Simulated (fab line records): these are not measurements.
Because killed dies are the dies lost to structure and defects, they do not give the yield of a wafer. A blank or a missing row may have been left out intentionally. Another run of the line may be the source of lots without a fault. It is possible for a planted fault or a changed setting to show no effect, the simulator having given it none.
Which tool did it? / flow berkeley_cmos170 / 6 lots with 18 wafers sampled at 3 steps, on a route of 331 steps

## WHAT THE GAUGES SHOWED, per wafer
UCB170_M2_CD_MEAS_15: the cd target is 700 nm.
lot=L717; measured=day 9 12:28; on=cd_sem-01; cd_nm (nm)=697.7 698.0 698.6
lot=L721; measured=day 10 13:07; on=cd_sem-01; cd_nm (nm)=700.2 699.2 700.0
lot=L723; measured=day 11 00:13; on=cd_sem-01; cd_nm (nm)=700.3 701.1 700.5
lot=L725; measured=day 11 01:01; on=cd_sem-02; cd_nm (nm)=699.7 699.8 700.6
lot=L727; measured=day 11 16:28; on=cd_sem-01; cd_nm (nm)=701.7 702.1 702.0
lot=L730; measured=day 11 22:25; on=cd_sem-02; cd_nm (nm)=699.6 698.9 698.7

## EACH LOT AND THE TOOL THAT RAN IT (in order: tool; ch and the chambers of the sampled wafers; start)
lot=L717; UCB170_SPACER_ETCHBACK_03=rie_diel-03 ch 0,2, day 8 13:19; UCB170_M2_STRIP_07=plasma_asher-01 ch 0,1, day 9 11:20
lot=L721; UCB170_SPACER_ETCHBACK_03=rie_diel-02 ch 0,1, day 9 16:21; UCB170_M2_STRIP_07=plasma_asher-04 ch 0,1, day 10 11:39
lot=L723; UCB170_SPACER_ETCHBACK_03=rie_diel-02 ch 0,2,3, day 10 05:07; UCB170_M2_STRIP_07=plasma_asher-04 ch 0,1, day 10 22:53
lot=L725; UCB170_SPACER_ETCHBACK_03=rie_diel-03 ch 2,3, day 10 05:07; UCB170_M2_STRIP_07=plasma_asher-02 ch 0,1, day 10 23:49
lot=L727; UCB170_SPACER_ETCHBACK_03=rie_diel-02 ch 0,2,3, day 10 15:55; UCB170_M2_STRIP_07=plasma_asher-04 ch 0, day 11 15:17
lot=L730; UCB170_SPACER_ETCHBACK_03=rie_diel-03 ch 1,3, day 10 21:28; UCB170_M2_STRIP_07=plasma_asher-04 ch 0,1, day 11 21:01
- UCB170_SPACER_ETCHBACK_03: etches SiO2 in CHF3/CF4/Ar, stops on Si, target depth 376 nm, time 100 s.
- UCB170_M2_STRIP_07: strips in O2.

## THE ANSWER, worked out from the rows above alone
Rule: the usual values come from the lots themselves. Put in order of their means at a reading, lots are off if they are a third of the lots or fewer, leave a main group of 4 or more, and stand apart from it by a gap of 3 or more times the standard deviation of the main group's means; of several such gaps the widest counts. Not used: any main group whose means are identical at the precision the tables above print for the reading. Also off: a lot with no number at a reading for which 4 or more lots have one. All remaining lots with rows at the step are treated as sound.
None of the lots is off at any reading shown; this tells nothing.

## WHAT THE SIMULATOR PUT IN
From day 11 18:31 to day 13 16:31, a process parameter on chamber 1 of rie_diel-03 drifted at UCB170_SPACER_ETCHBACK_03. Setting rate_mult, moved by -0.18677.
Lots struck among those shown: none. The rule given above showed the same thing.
